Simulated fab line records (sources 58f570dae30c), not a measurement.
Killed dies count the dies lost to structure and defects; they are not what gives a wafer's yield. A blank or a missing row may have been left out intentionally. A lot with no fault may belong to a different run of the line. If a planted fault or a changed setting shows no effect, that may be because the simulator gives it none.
Tool commonality check -- flow berkeleyCmos170 -- 14 lots and 42 wafers in the sample

== WHY IT WAS OPENED ==
2 of 14 lots carry a flag on the reading PFIELD_TW at UCB170_PFIELD_TW_MEAS_09. No-fault wafers: 600, standard deviation 6.7.
Rule: a lot is flagged when every wafer of it that has a number lies more than 4 standard deviations from that mean, or none has a number. The rest of the lots are taken to be sound.

lot,measured,on,"PFIELD_TW, wafer by wafer",flag
L251,day 4 18:33,filmMetro-04,609 601 604,
L252,day 5 08:13,filmMetro-02,597 599 596,
L254,day 5 08:29,filmMetro-01,612 610 608,
L253,day 5 08:56,filmMetro-04,597 596 602,
L256,day 5 15:49,filmMetro-02,605 597 601,
L257,day 6 14:26,filmMetro-01,610 610 613,
L259,day 6 14:33,filmMetro-02,591 591 593,
L261,day 6 22:27,filmMetro-02,690 691 689,FLAGGED
L265,day 7 11:43,filmMetro-02,688 687 688,FLAGGED
L267,day 8 05:43,filmMetro-01,607 609 607,
L269,day 8 11:14,filmMetro-02,592 592 592,
L270,day 8 21:47,filmMetro-01,609 611 609,
L273,day 9 07:13,filmMetro-02,592 593 592,
L274,day 9 09:04,filmMetro-04,602 603 600,
The numbers of the flagged lots are 689 on average: +89 against the usual, or +13 standard deviations.

== TOOL THAT RAN EACH LOT ==
The record holds 1 process step before the reading, out of a route of 331 steps. Each cell gives the tool, then ch followed by the chambers the sampled wafers passed through, then the start.
lot,flag,UCB170_PFIELD_IMPLANT_07
L251,,"implanter-01 ch 0, day 4 18:18"
L252,,"implanter-03 ch 0, day 5 08:01"
L254,,"implanter-01 ch 0, day 5 08:16"
L253,,"implanter-02 ch 0, day 5 08:42"
L256,,"implanter-02 ch 0, day 5 15:34"
L257,,"implanter-02 ch 0, day 6 14:13"
L259,,"implanter-01 ch 0, day 6 14:19"
L261,FLAGGED,"implanter-02 ch 0, day 6 22:12"
L265,FLAGGED,"implanter-02 ch 0, day 7 11:28"
L267,,"implanter-03 ch 0, day 8 05:28"
L269,,"implanter-03 ch 0, day 8 10:59"
L270,,"implanter-03 ch 0, day 8 21:34"
L273,,"implanter-03 ch 0, day 9 07:00"
L274,,"implanter-03 ch 0, day 9 08:50"
What these steps do:
- UCB170_PFIELD_IMPLANT_07
- UCB170_PFIELD_TW_MEAS_09

== FLAGGED AGAINST TOTAL, ONE TOOL AT A TIME (gauges that did the reading follow at the end) ==
step,tool,lots run,flagged,share of the flagged lots,sound lots run after its first flagged lot
UCB170_PFIELD_IMPLANT_07,implanter-01,3,0,none,-
UCB170_PFIELD_IMPLANT_07,implanter-02,5,2,all,0
UCB170_PFIELD_IMPLANT_07,implanter-03,6,0,none,-
UCB170_PFIELD_TW_MEAS_09,filmMetro-01,4,0,none,-
UCB170_PFIELD_TW_MEAS_09,filmMetro-02,7,2,all,"2 (L269,L273)"
UCB170_PFIELD_TW_MEAS_09,filmMetro-04,3,0,none,-

== WHAT IS ALLOWED BY THE TABLE ==
Every flagged lot went through 2 rows of the table: implanter-02 at UCB170_PFIELD_IMPLANT_07 and filmMetro-02 at UCB170_PFIELD_TW_MEAS_09.
- implanter-02 at UCB170_PFIELD_IMPLANT_07: 2 of its 5 lots flagged. Last sound lot L257 at day 6 14:13, first flagged lot L261 at day 6 22:12; a fault beginning in between fits. Its own readings lie more than 4 standard deviations out on every wafer of the flagged lots: doseIonsCm2, faradayCurrentUA.
- filmMetro-02 at UCB170_PFIELD_TW_MEAS_09: 2 of its 7 lots flagged. Sound lots followed the first flagged one (L269, L273) on it, something a lasting fault affecting the whole tool could not allow.
One tool is left: implanter-02 at UCB170_PFIELD_IMPLANT_07.

== WHAT THE SIMULATOR PUT IN ==
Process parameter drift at UCB170_PFIELD_IMPLANT_07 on implanter-02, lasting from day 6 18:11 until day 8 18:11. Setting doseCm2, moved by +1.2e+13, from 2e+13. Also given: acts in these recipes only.
Struck lots among those shown: L261, L265. The same result came from the rule above.
